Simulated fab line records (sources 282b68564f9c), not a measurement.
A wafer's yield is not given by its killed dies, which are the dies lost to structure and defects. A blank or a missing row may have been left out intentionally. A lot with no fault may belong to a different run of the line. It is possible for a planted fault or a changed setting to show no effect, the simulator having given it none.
Which tool did it?	flow rit cmos	14 lots (42 wafers sampled), 1 step of a 202-step route

== WHAT THE GAUGES READ, wafer by wafer ==
The record lacks any reading of a measuring or inspecting step that a usual standard deviation could be used to judge.

== WHAT TOOL EACH LOT RAN ON (gives the tool, then ch and the chambers of the sampled wafers, and finally the start) ==
lot	RIT_M1_EXPOSE_06
L195	iline stepper-01 ch 0, day 3 12:35
L196	iline stepper-01 ch 0, day 3 14:55
L197	iline stepper-01 ch 0, day 3 18:36
L200	iline stepper-02 ch 0, day 4 07:51
L201	iline stepper-02 ch 0, day 4 11:32
L204	iline stepper-01 ch 0, day 5 03:44
L206	iline stepper-01 ch 0, day 5 14:12
L208	iline stepper-01, day 5 23:55
L209	iline stepper-02, day 6 03:51
L212	iline stepper-01 ch 0, day 7 00:09
L213	iline stepper-01 ch 0, day 7 10:20
L214	iline stepper-02 ch 0, day 7 12:18
L216	iline stepper-02 ch 0, day 7 23:58
L217	iline stepper-02 ch 0, day 8 05:14
- RIT_M1_EXPOSE_06: exposes mask M12, target cd 2600 nm.

== WHAT THE TOOLS THEMSELVES READ (means of the sampled wafers that have a number; where no wafer has one, the mark that the record gives instead) ==
RIT_M1_EXPOSE_06. Usual: exposure dose mJ cm2 252.09, standard deviation 0.28; focus offset nm 0.0 nm, standard deviation 0.57.
lot	tool	exposure dose mJ cm2	focus offset nm (nm)	flag
L195	iline stepper-01	251.81	-0.0	
L196	iline stepper-01	252.04	0.8	
L197	iline stepper-01	251.71	0.1	
L200	iline stepper-02	252.26	0.3	
L201	iline stepper-02	251.67	0.4	
L204	iline stepper-01	252.25	-1.0	
L206	iline stepper-01	252.26	0.0	
L208	iline stepper-01	-	-	OFF
L209	iline stepper-02	-	-	OFF
L212	iline stepper-01	252.17	0.1	
L213	iline stepper-01	252.63	-0.2	
L214	iline stepper-02	252.08	0.0	
L216	iline stepper-02	252.13	-0.3	
L217	iline stepper-02	252.42	-0.3	

== THE ANSWER, worked out from the rows above alone ==
Rule: a lot is off if the mean of its wafers that have a number lies more than 3 standard deviations from the usual mean. A lot without any number at a reading at which 4 lots or more have one is off too. All remaining lots with rows at the step are treated as sound. First the gauges in route order, then the tools' own readings, where a lot's mean is used as printed above. At the first step where some lot is off, the reading lying furthest off is the one used; lots without a number count as furthest.
Off at RIT_M1_EXPOSE_06 (exposure dose mJ cm2): L208, L209. Without a number there: L208, L209.
If a tool, at that step or one of the process steps before it, ran each lot that is off and ran no sound lot following the first of them, it fits. Of those tried, none fits.

== WHAT WAS PUT IN BY THE SIMULATOR ==
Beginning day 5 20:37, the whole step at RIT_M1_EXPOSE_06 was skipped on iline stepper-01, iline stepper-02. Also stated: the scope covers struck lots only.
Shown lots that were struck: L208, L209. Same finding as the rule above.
